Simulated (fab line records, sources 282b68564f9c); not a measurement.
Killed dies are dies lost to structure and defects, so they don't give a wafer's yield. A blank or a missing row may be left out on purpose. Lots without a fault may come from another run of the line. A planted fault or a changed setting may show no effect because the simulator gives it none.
A struck lot beside a sound one | flow rit_cmos | 18 steps out of a route of 202
Sound: wafers L950.1, L950.2, L950.4. Struck: wafers L956.2, L956.3, L956.6. The cause comes at the end.
At each step with rows: each side's tool, then ch and its chambers, then its first start. Under that, the readings that differ: sound wafers | struck wafers | difference of the means | sigmas: that difference in standard deviations of wafers without a fault.
alike: readings whose means differ by less than 2 such deviations, and words and numbers that are the same on both sides. not compared: withheld readings, readings that some wafer has no value for, bounds like >300 that may hide the same value, and numbers for which the record gives no deviation and whose values overlap.
The two part at a step that has a row with sigmas, a row that says differs or no value, or rows on one side only. Numbers that don't overlap but have no deviation are shown without sigmas and don't part them. A reading that every wafer of one side lacks parts them only if that side has two wafers or more.

first, 3 steps without rows for these wafers: RIT_GATE_CLEAN_02 (cleans in dHF, time 30 s); RIT_GATE_CLEAN_03 (cleans in SC2, time 600 s); RIT_GATE_CLEAN_04 (cleans in dHF, time 60 s).
RIT_FOX2_THK_MEAS_91:
  sound on film_metro-04, day 2 18:56; struck on film_metro-01, day 4 08:34
  alike: FIELD_OXIDE_LEFT_2_THK
then, 2 steps without rows for these wafers: RIT_GATE_OXIDATION_05 (target thk 3 nm, ox time 270 s); RIT_GATE_ANNEAL_06 (time 600 s).
RIT_GATE_THK_MEAS_07:
  sound on film_metro-04, day 2 20:19; struck on film_metro-03, day 4 12:52
  alike: GATE_OXIDE_THK
then, 1 step without rows for these wafers: RIT_GATE_CVD_08 (deposits poly-Si from SiH4, target thk 250 nm, time 2220 s).
RIT_GATE_THK_MEAS_09:
  sound on film_metro-04, day 2 22:09; struck on film_metro-01, day 4 14:32
  alike: GATE_POLY_THK
then, 3 steps without rows for these wafers: RIT_GATE_HMDS_10 (prime time 60 s); RIT_GATE_COAT_11 (resist thk 833.8 nm); RIT_GATE_SOFTBAKE_12 (time 60 s).
RIT_GATE_EXPOSE_13: exposes mask M6, target cd 150 nm.
  sound on iline_stepper-01 ch 0, day 2 22:40; struck on iline_stepper-02 ch 0, day 4 15:11
  reading                      | sound                   | struck            | difference | sigmas
  model.GATE.overlay_x_nm (nm) | -0.4715 -0.4715 -0.4715 | 240.8 240.8 240.8 | +241.3     |
  alike: mask
then, 2 steps without rows for these wafers: RIT_GATE_PEB_14; RIT_GATE_DEVELOP_15 (develop time 50 s).
RIT_GATE_CD_MEAS_16: target cd 150 nm.
  sound on cd_sem-01, day 2 23:08; struck on cd_sem-02, day 4 15:35
  alike: cd_nm
RIT_GATE_OVL_MEAS_17:
  sound on overlay-01, day 2 23:15; struck on overlay-02, day 4 15:53
  reading       | sound          | struck            | difference | sigmas
  GATE_OVL (nm) | -4.8 -2.6 -1.9 | 242.0 243.0 242.2 | +245.5     | +99 or more
  not compared: hold
RIT_M1_PROBE_99:
  the record has rows for the sound wafers here (prober-02, day 3 20:41) and none for the struck ones

WHERE THEY PART
First at RIT_GATE_OVL_MEAS_17; last, within this record, at RIT_M1_PROBE_99.

WHY: what the simulator had put in
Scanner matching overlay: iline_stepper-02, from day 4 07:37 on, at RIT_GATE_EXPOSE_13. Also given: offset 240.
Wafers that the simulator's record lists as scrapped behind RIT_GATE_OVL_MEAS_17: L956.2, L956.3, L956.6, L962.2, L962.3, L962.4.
